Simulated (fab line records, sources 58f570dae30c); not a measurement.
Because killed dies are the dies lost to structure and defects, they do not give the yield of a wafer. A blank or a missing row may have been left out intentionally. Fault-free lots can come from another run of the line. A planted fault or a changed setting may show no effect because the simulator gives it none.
fab line records	flow berkeley-cmos170
[record] lots = 5	wafers = 27
route steps=331 shown NWELL@15 SCREENOX@101 SILICIDE@211 CONTACT@234 M2@272 M3@331
start-h: hours from the record's first day to the start of the lot's first wafer shown	wait-h: hours since the lot's step before	" unchanged from the row above	L1.1+2: several wafers, shown together as one row	- no value present, or no start provided	* or withheld: withheld	< > ~ a bound
route shown NAME@n: a module of which the file shows steps, and the number in the route of the first	usual: the fault-free wafers' mean and standard deviation	same: alike in all rows	chamber/n: place in a boat	sites: the reading at each site	_std_site: the values' standard deviation	_edge_site: the outer-site mean with the inner-site mean subtracted	radius-mm: for every site, how far away it sits from the centre of the wafer	mask NAME#n: copy n	behind: the last tool/chamber to shape the wafer	hold: why the lot went on hold/how many hours it stayed there/how the hold came to an end	device: transistor that didn't switch, given as n, p or np	end of line: tests of these same wafers at the route's end	a step with no rows: only its recipe	killed: at the first sort, the dies lost to defects and structure; wafer yield is something else	map: dies across one wafer; x = killed, . = not, _ = none there
set.NAME: setting as actually run; set.NAME@STEP: the setting as run at that earlier step	model.NAME: the simulator's own value behind a step, which no gauge read
lots with deliberately changed settings; one table per step, one row per wafer
[[steps]]
[step UCB170_NWELL_OXIDATION_01]
[recipe] temp-c = 1000	ambient = O2	target-thk-a = 264	ox-time-s = 1260
lot.wafer	tool	chamber	start-h	wait-h	set.ox-time-s	model.SiO2_of_NWELL_OXIDATION_01.thk-nm
L075.1	-	-	-	1.6	781.1	19.28
L075.2	"	-	"	"	781.1	19.38
L075.3	"	-	"	"	781.1	19.51
L075.4	"	-	"	"	781.1	19.39
L075.5	"	-	"	"	781.1	19.2
L075.6	"	-	"	"	781.1	19.61
L076.1	furnace-04	0	31.21	2.6	1260	26.48
L076.3	"	0	"	"	1260	26.62
L076.6	"	0	"	"	1260	26.45
L080.1	-	-	-	2.7	1827	32.48
L080.2	"	-	"	"	1827	32.07
L080.3	"	-	"	"	1827	32.63
L080.4	"	-	"	"	1827	32.37
L080.5	"	-	"	"	1827	32.66
L080.6	"	-	"	"	1827	32.45
L082.1	-	-	-	1.4	510.6	16.49
L082.2	"	-	"	"	510.6	16.52
L082.3	"	-	"	"	510.6	16.23
L082.4	"	-	"	"	510.6	16.42
L082.5	"	-	"	"	510.6	16.2
L082.6	"	-	"	"	510.6	16.36
L085.1	-	-	-	1.1	1260	25.86
L085.2	"	-	"	"	1260	26.2
L085.3	"	-	"	"	1260	25.49
L085.4	"	-	"	"	1260	25.76
L085.5	"	-	"	"	1260	25.51
L085.6	"	-	"	"	1260	25.57
[step UCB170_NWELL_THK_MEAS_02]
[recipe] reads = SiO2_of_NWELL_OXIDATION_01
[usual] NWELL_OXIDE_THK = 26.3/0.43
lot.wafer	tool	chamber	start-h	wait-h	set.ox-time-s@NWELL_OXIDATION_01	NWELL_OXIDE_THK[nm]
L075.1	film-metro-02	-	-	-	781.1	19.3
L075.2	"	-	"	"	781.1	19.4
L075.3	"	-	"	"	781.1	19.5
L075.4	"	-	"	"	781.1	19.4
L075.5	"	-	"	"	781.1	19.2
L075.6	"	-	"	"	781.1	19.6
L076.1	film-metro-02	-	32.56	0.0	1260	26.5
L076.3	"	-	"	"	1260	26.6
L076.6	"	-	"	"	1260	26.4
L080.1	film-metro-04	-	-	-	1827	32.5
L080.2	"	-	"	"	1827	32.1
L080.3	"	-	"	"	1827	32.6
L080.4	"	-	"	"	1827	32.4
L080.5	"	-	"	"	1827	32.7
L080.6	"	-	"	"	1827	32.5
L082.1	film-metro-04	-	-	-	510.6	16.5
L082.2	"	-	"	"	510.6	16.5
L082.3	"	-	"	"	510.6	16.2
L082.4	"	-	"	"	510.6	16.4
L082.5	"	-	"	"	510.6	16.2
L082.6	"	-	"	"	510.6	16.3
L085.1	film-metro-04	-	-	-	1260	25.9
L085.2	"	-	"	"	1260	26.2
L085.3	"	-	"	"	1260	25.5
L085.4	"	-	"	"	1260	25.7
L085.5	"	-	"	"	1260	25.5
L085.6	"	-	"	"	1260	25.6
[step UCB170_SCREENOX_OXIDATION_01]
[recipe] temp-c = 900	ambient = O2	target-thk-a = 144	ox-time-s = 2400
lot.wafer	tool	chamber	start-h	wait-h	set.ox-time-s	model.SiO2_of_SCREENOX_OXIDATION_01.thk-nm
L075.1	-	-	-	1.2	1624	11.44
L075.2	"	-	"	"	1624	11.11
L075.3+4	"	-	"	"	1624	11.3
L075.5+6	"	-	"	"	1624	11.32
L076.1	furnace-01	0	112.05	0.9	2400	14.32
L076.3	"	0	"	"	2400	14.39
L076.6	"	0	"	"	2400	14.45
L080.1	-	-	-	2.9	1451	9.825
L080.2	"	-	"	"	1451	9.744
L080.3	"	-	"	"	1451	9.726
L080.4	"	-	"	"	1451	9.981
L080.5	"	-	"	"	1451	9.708
L080.6	"	-	"	"	1451	9.934
L082.1	-	-	-	2.6	1805	11.7
L082.2	"	-	"	"	1805	11.89
L082.3	"	-	"	"	1805	11.79
L082.4	"	-	"	"	1805	11.78
L082.5	"	-	"	"	1805	11.81
L082.6	"	-	"	"	1805	11.71
L085.1	-	-	-	1.8	1448	9.794
L085.2	"	-	"	"	1448	9.958
L085.3	"	-	"	"	1448	10.08
L085.4	"	-	"	"	1448	9.849
L085.5	"	-	"	"	1448	9.872
L085.6	"	-	"	"	1448	10.13
[step UCB170_SCREENOX_THK_MEAS_02]
[recipe] reads = SiO2_of_SCREENOX_OXIDATION_01
[usual] SCREENOX_OXIDE_THK = 14.3/0.31
lot.wafer	tool	chamber	start-h	wait-h	set.ox-time-s@SCREENOX_OXIDATION_01	SCREENOX_OXIDE_THK[nm]
L075.1	film-metro-02	-	-	-	1624	11.4
L075.2	"	-	"	"	1624	11.1
L075.3	"	-	"	"	1624	11.4
L075.4	"	-	"	"	1624	11.3
L075.5	"	-	"	"	1624	11.3
L075.6	"	-	"	"	1624	11.3
L076.1	film-metro-04	-	113.72	0.0	2400	14.4
L076.3	"	-	"	"	2400	14.3
L076.6	"	-	"	"	2400	14.4
L080.1	film-metro-04	-	-	-	1451	9.8
L080.2	"	-	"	"	1451	9.7
L080.3	"	-	"	"	1451	9.8
L080.4	"	-	"	"	1451	9.9
L080.5	"	-	"	"	1451	9.7
L080.6	"	-	"	"	1451	10.0
L082.1	film-metro-04	-	-	-	1805	11.7
L082.2	"	-	"	"	1805	11.8
L082.3	"	-	"	"	1805	11.8
L082.4	"	-	"	"	1805	11.8
L082.5	"	-	"	"	1805	11.8
L082.6	"	-	"	"	1805	11.7
L085.1	film-metro-04	-	-	-	1448	9.8
L085.2	"	-	"	"	1448	10.0
L085.3	"	-	"	"	1448	10.0
L085.4	"	-	"	"	1448	9.8
L085.5	"	-	"	"	1448	9.9
L085.6	"	-	"	"	1448	10.1
[step UCB170_SILICIDE_SPUTTER_01]
[recipe] material = Ti	target-thk-nm = 30	time-s = 25	power-w = 1500	chamber-pressure-pa = 0.5
lot.wafer	tool	chamber	start-h	wait-h	set.time-s	model.Ti_of_SILICIDE_SPUTTER_01.thk-nm
L075.1	pvd-sputter-02	-	134.82	0.0	25	30.85
L075.2	"	-	"	"	12.94	16.14
L075.3	"	-	"	"	25	31.03
L075.4	"	-	"	"	25	30.75
L075.5	"	-	"	"	12.94	16.67
L075.6	"	-	"	"	12.94	16.38
L076.1	pvd-sputter-02	-	149.08	0.0	25	30.03
L076.3	"	-	"	"	25	30.63
L076.6	"	-	"	"	25	30.24
L080.1	pvd-sputter-01	-	174.61	0.0	31.37	37.68
L080.2	"	-	"	"	31.37	37.39
L080.3	"	-	"	"	25	29.16
L080.4	"	-	"	"	25	29.92
L080.5	"	-	"	"	25	29.77
L080.6	"	-	"	"	31.37	36.96
L082.1	pvd-sputter-02	-	182.14	0.0	25	30.93
L082.2	"	-	"	"	15.87	19.76
L082.3	"	-	"	"	25	30.58
L082.4	"	-	"	"	15.87	19.62
L082.5	"	-	"	"	25	30.43
L082.6	"	-	"	"	15.87	19.73
L085.1	pvd-sputter-02	-	197.71	0.0	25	30.42
L085.2	"	-	"	"	25	30.43
L085.3	"	-	"	"	30.87	37.63
L085.4	"	-	"	"	30.87	37.76
L085.5	"	-	"	"	30.87	37.53
L085.6	"	-	"	"	25	30.38
[step UCB170_SILICIDE_RS_MEAS_02]
[recipe] thk-meas-gauge = four-point-probe	reads = Ti_of_SILICIDE_SPUTTER_01
[usual] SILICIDE_TI_RS = 25.9/0.6
lot.wafer	tool	chamber	start-h	wait-h	set.time-s@SILICIDE_SPUTTER_01	SILICIDE_TI_RS[ohm/sq]
L075.1	film-metro-02	-	134.85	0.0	25	25.2
L075.2	"	-	"	"	12.94	54.8
L075.3	"	-	"	"	25	25.1
L075.4	"	-	"	"	25	25.3
L075.5	"	-	"	"	12.94	52.7
L075.6	"	-	"	"	12.94	54.0
L076.1	film-metro-01	-	149.11	0.0	25	26.1
L076.3	"	-	"	"	25	25.6
L076.6	"	-	"	"	25	26.0
L080.1	film-metro-02	-	174.64	0.0	31.37	20.0
L080.2	"	-	"	"	31.37	20.2
L080.3	"	-	"	"	25	26.9
L080.4	"	-	"	"	25	26.1
L080.5	"	-	"	"	25	26.3
L080.6	"	-	"	"	31.37	20.5
L082.1	film-metro-03	-	182.17	0.0	25	25.2
L082.2	"	-	"	"	15.87	42.9
L082.3	"	-	"	"	25	25.5
L082.4	"	-	"	"	15.87	43.2
L082.5	"	-	"	"	25	25.7
L082.6	"	-	"	"	15.87	43.0
L085.1	film-metro-01	-	197.74	0.0	25	25.7
L085.2	"	-	"	"	25	25.8
L085.3	"	-	"	"	30.87	20.1
L085.4	"	-	"	"	30.87	20.0
L085.5	"	-	"	"	30.87	20.1
L085.6	"	-	"	"	25	25.8
[step UCB170_SILICIDE_THK_MEAS_03]
[recipe] thk-meas-gauge = xrf	reads = Ti_of_SILICIDE_SPUTTER_01
[usual] SILICIDE_TI_THK = 30.2/0.58
lot.wafer	tool	chamber	start-h	wait-h	set.time-s@SILICIDE_SPUTTER_01	SILICIDE_TI_THK[nm]
L075.1	film-metro-02	-	134.97	0.1	25	30.9
L075.2	"	-	"	"	12.94	16.1
L075.3	"	-	"	"	25	31.0
L075.4	"	-	"	"	25	30.6
L075.5	"	-	"	"	12.94	16.6
L075.6	"	-	"	"	12.94	16.3
L076.1	film-metro-01	-	149.23	0.1	25	30.0
L076.3	"	-	"	"	25	30.8
L076.6	"	-	"	"	25	30.3
L080.1	film-metro-02	-	174.76	0.1	31.37	37.5
L080.2	"	-	"	"	31.37	37.3
L080.3	"	-	"	"	25	29.1
L080.4	"	-	"	"	25	29.8
L080.5	"	-	"	"	25	29.7
L080.6	"	-	"	"	31.37	36.9
L082.1	film-metro-03	-	182.29	0.1	25	30.8
L082.2	"	-	"	"	15.87	19.7
L082.3	"	-	"	"	25	30.5
L082.4	"	-	"	"	15.87	19.6
L082.5	"	-	"	"	25	30.3
L082.6	"	-	"	"	15.87	19.7
L085.1	film-metro-01	-	197.86	0.1	25	30.5
L085.2	"	-	"	"	25	30.5
L085.3	"	-	"	"	30.87	37.5
L085.4	"	-	"	"	30.87	37.9
L085.5	"	-	"	"	30.87	37.4
L085.6	"	-	"	"	25	30.5
[step UCB170_CONTACT_ETCH_18]
[recipe] chemistry = CHF3/CF4/Ar	target = PSG	stop-on = TiSi2	CHF3_flow_sccm = 45	cf4-flow-sccm = 15	Ar_flow_sccm = 150	pressure-mtorr = 200	rf-w = 700	target-depth-a = 8400	over-etch-frac = 0.2	time-s = 195
lot.wafer	tool	chamber	start-h	wait-h	set.time-s	model.KrF_of_CONTACT_COAT_10.thk-nm
L075.1	rie-diel-04	3	-	-	195	695.2
L075.2	"	1	"	"	195	702.5
L075.3	"	0	"	"	195	694.7
L075.4	"	2	"	"	260.2	639.1
L075.5	"	0	"	"	260.2	628.3
L075.6	"	1	"	"	260.2	637.3
L076.1	rie-diel-04	0	-	-	195	681.7
L076.3	"	1	"	"	195	687.7
L076.6	"	0	"	"	195	682
L080.1	rie-diel-03	0	-	-	195	695.9
L080.2	"	3	"	"	195	693.6
L080.3	"	0	"	"	195	695.3
L080.4	"	3	"	"	152	733
L080.5	"	0	"	"	152	734
L080.6	"	3	"	"	152	735.4
L082.1	rie-diel-04	2	-	-	195	694.6
L082.2	"	0	"	"	195	685.1
L082.3	"	3	"	"	195	689
L082.4	"	1	"	"	195	693.4
L082.5	"	2	"	"	195	692.5
L082.6	"	1	"	"	195	695.4
L085.1	rie-diel-03	3	-	-	195	692.4
L085.2	"	0	"	"	195	700.1
L085.3	"	2	"	"	195	691
L085.4	"	2	"	"	195	693.1
L085.5	"	0	"	"	195	695.3
L085.6	"	3	"	"	195	697.8
[step UCB170_M2_SPUTTER_01]
[recipe] material = Al	target-thk-nm = 900	time-s = 120	power-w = 6000	chamber-pressure-pa = 0.5
lot.wafer	tool	chamber	start-h	wait-h	set.time-s	model.Al_of_M2_SPUTTER_01.thk-nm
L075.1	pvd-sputter-02	-	148.27	0.0	186.4	1392
L075.2	"	-	"	"	120	885.3
L075.3	"	-	"	"	120	878
L075.4+6	"	-	"	"	186.4	1379
L075.5	"	-	"	"	120	872.2
L076.1	pvd-sputter-02	-	165.02	0.0	120	903
L076.3	"	-	"	"	120	891.4
L076.6	"	-	"	"	120	895.2
L080.1	pvd-sputter-04	-	194.01	0.0	120	889.8
L080.2	"	-	"	"	178.9	1336
L080.3	"	-	"	"	120	890
L080.4	"	-	"	"	178.9	1346
L080.5	"	-	"	"	178.9	1338
L080.6	"	-	"	"	120	889.1
L082.1	pvd-sputter-03	-	196.69	0.0	120	905.6
L082.2	"	-	"	"	93.57	717.1
L082.3	"	-	"	"	93.57	711.4
L082.4	"	-	"	"	120	906.5
L082.5	"	-	"	"	93.57	705.2
L082.6	"	-	"	"	120	917.9
L085.1	pvd-sputter-03	-	215.09	0.0	120	900.3
L085.2	"	-	"	"	120	912.4
L085.3	"	-	"	"	120	905.5
L085.4	"	-	"	"	50.93	388.2
L085.5	"	-	"	"	50.93	391.9
L085.6	"	-	"	"	50.93	386.8
[step UCB170_M2_RS_MEAS_02]
[recipe] thk-meas-gauge = four-point-probe	reads = Al_of_M2_SPUTTER_01
[usual] M2_AL_RS = 0.0323/0.00036
lot.wafer	tool	chamber	start-h	wait-h	set.time-s@M2_SPUTTER_01	M2_AL_RS[ohm/sq]
L075.1	film-metro-01	-	148.35	0.0	186.4	0.0207
L075.2	"	-	"	"	120	0.0327
L075.3	"	-	"	"	120	0.0331
L075.4	"	-	"	"	186.4	0.0210
L075.5	"	-	"	"	120	0.0333
L075.6	"	-	"	"	186.4	0.0209
L076.1	film-metro-03	-	165.10	0.0	120	0.0320
L076.3	"	-	"	"	120	0.0324
L076.6	"	-	"	"	120	0.0324
L080.1	film-metro-02	-	194.09	0.0	120	0.0325
L080.2	"	-	"	"	178.9	0.0215
L080.3	"	-	"	"	120	0.0324
L080.4	"	-	"	"	178.9	0.0214
L080.5	"	-	"	"	178.9	0.0215
L080.6	"	-	"	"	120	0.0325
L082.1	film-metro-01	-	196.78	0.0	120	0.0321
L082.2	"	-	"	"	93.57	0.0406
L082.3	"	-	"	"	93.57	0.0410
L082.4	"	-	"	"	120	0.0319
L082.5	"	-	"	"	93.57	0.0413
L082.6	"	-	"	"	120	0.0316
L085.1	film-metro-01	-	215.18	0.0	120	0.0322
L085.2	"	-	"	"	120	0.0318
L085.3	"	-	"	"	120	0.0321
L085.4	"	-	"	"	50.93	0.0759
L085.5	"	-	"	"	50.93	0.0751
L085.6	"	-	"	"	50.93	0.0761
[step UCB170_M2_THK_MEAS_03]
[recipe] thk-meas-gauge = xrf	reads = Al_of_M2_SPUTTER_01
[usual] M2_AL_THK = 902/11
lot.wafer	tool	chamber	start-h	wait-h	set.time-s@M2_SPUTTER_01	M2_AL_THK[nm]
L075.1	film-metro-01	-	148.47	0.1	186.4	1402
L075.2	"	-	"	"	120	892
L075.3	"	-	"	"	120	888
L075.4	"	-	"	"	186.4	1396
L075.5	"	-	"	"	120	881
L075.6	"	-	"	"	186.4	1395
L076.1	film-metro-03	-	165.22	0.1	120	908
L076.3	"	-	"	"	120	898
L076.6	"	-	"	"	120	903
L080.1	film-metro-02	-	194.21	0.1	120	897
L080.2	"	-	"	"	178.9	1348
L080.3	"	-	"	"	120	900
L080.4	"	-	"	"	178.9	1363
L080.5	"	-	"	"	178.9	1357
L080.6	"	-	"	"	120	894
L082.1	film-metro-01	-	196.90	0.1	120	914
L082.2	"	-	"	"	93.57	721
L082.3	"	-	"	"	93.57	717
L082.4	"	-	"	"	120	914
L082.5	"	-	"	"	93.57	707
L082.6	"	-	"	"	120	915
L085.1	film-metro-01	-	215.30	0.1	120	909
L085.2	"	-	"	"	120	917
L085.3	"	-	"	"	120	913
L085.4	"	-	"	"	50.93	391
L085.5	"	-	"	"	50.93	394
L085.6	"	-	"	"	50.93	387
[step UCB170_M2_HMDS_04]
[recipe] prime-time-s = 60	prime-temp-c = 100
[step UCB170_M2_COAT_05]
[recipe] resist = KrF	spin-rpm = 1500	resist-thk-nm = 900
[step UCB170_M2_ETCH_17]
[recipe] chemistry = N2/H2	target-depth-a = withheld	overetch-a = withheld	target = BARC	time-s = withheld	source-w = 500	bias-w = 100	pressure-mtorr = 30	n2-flow-sccm = 100	h2-flow-sccm = 200
[step UCB170_M2_METAL_ETCH_18]
[recipe] chemistry = Cl2/BCl3	target = Al	stop-on = SiO2	pressure-mtorr = 12	target-depth-a = 11700	over-etch-frac = 0.3	time-s = 195	icp-w = 600	bias-w = 120	Cl2_flow_sccm = 90	bcl3-flow-sccm = 45
[usual] oes-product-au = 0.853/0.013
lot.wafer	tool	chamber	start-h	wait-h	set.time-s@M2_SPUTTER_01	oes-product-au
L075.1	rie-metal-04	1	150.90	-	186.4	0.982
L075.2	"	1	"	"	120	0.849
L075.3	"	1	"	"	120	0.856
L075.4	"	1	"	"	186.4	0.984
L075.5	"	1	"	"	120	0.838
L075.6	"	1	"	"	186.4	0.990
L076.1	rie-metal-03	0	167.71	-	120	0.851
L076.3	"	1	"	"	120	0.831
L076.6	"	0	"	"	120	0.852
L080.1	rie-metal-03	1	196.82	-	120	0.832
L080.2	"	0	"	"	178.9	1.003
L080.3	"	1	"	"	120	0.828
L080.4	"	0	"	"	178.9	0.998
L080.5	"	1	"	"	178.9	0.964
L080.6	"	0	"	"	120	0.848
L082.1	rie-metal-04	1	199.23	-	120	0.871
L082.2	"	0	"	"	93.57	0.776
L082.3	"	0	"	"	93.57	0.766
L082.4	"	1	"	"	120	0.874
L082.5	"	1	"	"	93.57	0.763
L082.6	"	0	"	"	120	0.878
L085.1	rie-metal-02	1	217.30	-	120	0.852
L085.2	"	0	"	"	120	0.857
L085.3	"	1	"	"	120	0.862
L085.4	"	0	"	"	50.93	0.580
L085.5	"	0	"	"	50.93	0.575
L085.6	"	1	"	"	50.93	0.601
[step UCB170_M3_PROBE_99]
lot.wafer	tool	chamber	start-h	wait-h	set.time-s@SILICIDE_SPUTTER_01	model.etest.npoly-line.line-ohm-um	model.etest.npoly-line.rs-ohm-sq	model.etest.npoly-line.width-nm	model.etest.ppoly-line.line-ohm-um	model.etest.ppoly-line.rs-ohm-sq	model.etest.ppoly-line.width-nm
L075.1	prober-01	-	158.32	0.1	25	14.17	4.579	321.9	14.48	4.661	320.3
L075.2	prober-01	-	158.37	0.1	12.94	30.68	10.23	333.5	32.71	10.83	331.4
L075.3	prober-01	-	158.42	0.2	25	14.11	4.535	321.6	14.37	4.596	322.5
L075.4	prober-01	-	158.47	0.2	25	14.23	4.561	322.6	14.57	4.651	322.7
L075.5	prober-01	-	158.52	0.2	12.94	29.5	9.741	331.4	30.64	10.12	329
L075.6	prober-01	-	158.57	0.2	12.94	30.73	10.02	334.5	31.1	10.37	333.3
L076.1	prober-01	-	178.07	0.1	25	14.71	4.689	321.3	14.75	4.795	321.8
L076.3	prober-01	-	178.17	0.2	25	14.5	4.655	319.6	14.64	4.69	320.6
L076.6	prober-01	-	178.32	0.2	25	14.65	4.659	321.3	14.73	4.757	320.8
L080.1	prober-02	-	205.73	0.1	31.37	12.72	4.064	319.1	13.02	4.127	317.8
L080.2	prober-02	-	205.78	0.1	31.37	12.79	4.055	318.2	13.04	4.166	318.1
L080.3	prober-02	-	205.83	0.2	25	15	4.876	321.2	15.57	4.903	320.6
L080.4+5	prober-02	-	205.88	0.2	25	-	-	-	-	-	-
L080.6	prober-02	-	205.98	0.2	31.37	-	-	-	-	-	-
L082.2	prober-02	-	206.73	0.1	15.87	23.39	7.693	327.6	24.36	7.957	326.4
L082.3	prober-02	-	206.78	0.2	25	14.48	4.655	322.2	14.66	4.716	319.7
L082.4	prober-02	-	206.83	0.2	15.87	23.68	7.742	325.3	24.29	7.933	326.4
L082.5	prober-02	-	206.88	0.2	25	14.71	4.656	318.1	14.9	4.725	318
L082.6	prober-02	-	206.93	0.2	15.87	23.45	7.66	328.2	23.93	7.889	326.7
L085.1+6	prober-01	-	224.20	0.1	25	-	-	-	-	-	-
L085.2	prober-01	-	224.25	0.1	25	14.47	4.642	319.8	14.92	4.663	318.6
L085.3	prober-01	-	224.30	0.2	30.87	12.93	4.07	316.6	12.93	4.103	317.4
L085.4	prober-01	-	224.35	0.2	30.87	12.79	4.075	315.1	13.13	4.136	316.2
L085.5	prober-01	-	224.40	0.2	30.87	-	-	-	-	-	-
// killed by level:class
L076.1
L076.3 START:geometric-particle:open=1 FIELD:geometric-particle:short=1 GATE:geometric-particle:open=1 SPACER:geometric-particle:short=1 V2:geometric-particle:short=1
L076.6 WELLDRIVE:geometric-particle:open=1 SCREENOX:geometric-particle:open=1 SPACER:geometric-particle:short=1 M1:geometric-particle:short=1
[[key]]
[split] step = UCB170_NWELL_OXIDATION_01	setting = ox-time-s	stated = 1260	by = lot
[response] step = UCB170_NWELL_OXIDATION_01	reading = model.SiO2_of_NWELL_OXIDATION_01.thk-nm	change = +0.156	per = 1%	r = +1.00
[response] step = UCB170_NWELL_THK_MEAS_02	reading = NWELL_OXIDE_THK	change = +0.157	per = 1%	r = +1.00
[split] step = UCB170_SCREENOX_OXIDATION_01	setting = ox-time-s	stated = 2400	by = lot
[response] step = UCB170_SCREENOX_OXIDATION_01	reading = model.SiO2_of_SCREENOX_OXIDATION_01.thk-nm	change = +0.114	per = 1%	r = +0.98
[response] step = UCB170_SCREENOX_THK_MEAS_02	reading = SCREENOX_OXIDE_THK	change = +0.113	per = 1%	r = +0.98
[split] step = UCB170_SILICIDE_SPUTTER_01	setting = time-s	stated = 25	by = wafer
[response] step = UCB170_SILICIDE_SPUTTER_01	reading = model.Ti_of_SILICIDE_SPUTTER_01.thk-nm	change = +0.301	per = 1%	r = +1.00
[response] step = UCB170_SILICIDE_RS_MEAS_02	reading = SILICIDE_TI_RS	change = -0.476	per = 1%	r = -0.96
[response] step = UCB170_SILICIDE_THK_MEAS_03	reading = SILICIDE_TI_THK	change = +0.3	per = 1%	r = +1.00
[response] step = UCB170_M3_PROBE_99	reading = model.etest.ppoly-line.line-ohm-um	change = -0.291	per = 1%	r = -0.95
[response] step = UCB170_M3_PROBE_99	reading = model.etest.npoly-line.line-ohm-um	change = -0.275	per = 1%	r = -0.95
[response] step = UCB170_M3_PROBE_99	reading = model.etest.npoly-line.width-nm	change = -0.205	per = 1%	r = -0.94
[response] step = UCB170_M3_PROBE_99	reading = model.etest.ppoly-line.width-nm	change = -0.185	per = 1%	r = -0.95
[response] step = UCB170_M3_PROBE_99	reading = model.etest.ppoly-line.rs-ohm-sq	change = -0.0988	per = 1%	r = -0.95
[split] step = UCB170_CONTACT_ETCH_18	setting = time-s	stated = 195	by = wafer
[response] step = UCB170_CONTACT_ETCH_18	reading = model.KrF_of_CONTACT_COAT_10.thk-nm	change = -1.84	per = 1%	r = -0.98
[split] step = UCB170_M2_SPUTTER_01	setting = time-s	stated = 120	by = wafer
[response] step = UCB170_M2_SPUTTER_01	reading = model.Al_of_M2_SPUTTER_01.thk-nm	change = +9.08	per = 1%	r = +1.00
[response] step = UCB170_M2_RS_MEAS_02	reading = M2_AL_RS	shape = bent	at-lowest = 0.0757	at-stated = 0.0323	at-highest = 0.0209
[response] step = UCB170_M2_THK_MEAS_03	reading = M2_AL_THK	change = +9.2	per = 1%	r = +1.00
[response] step = UCB170_M2_METAL_ETCH_18	reading = oes-product-au	change = +0.00357	per = 1%	r = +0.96
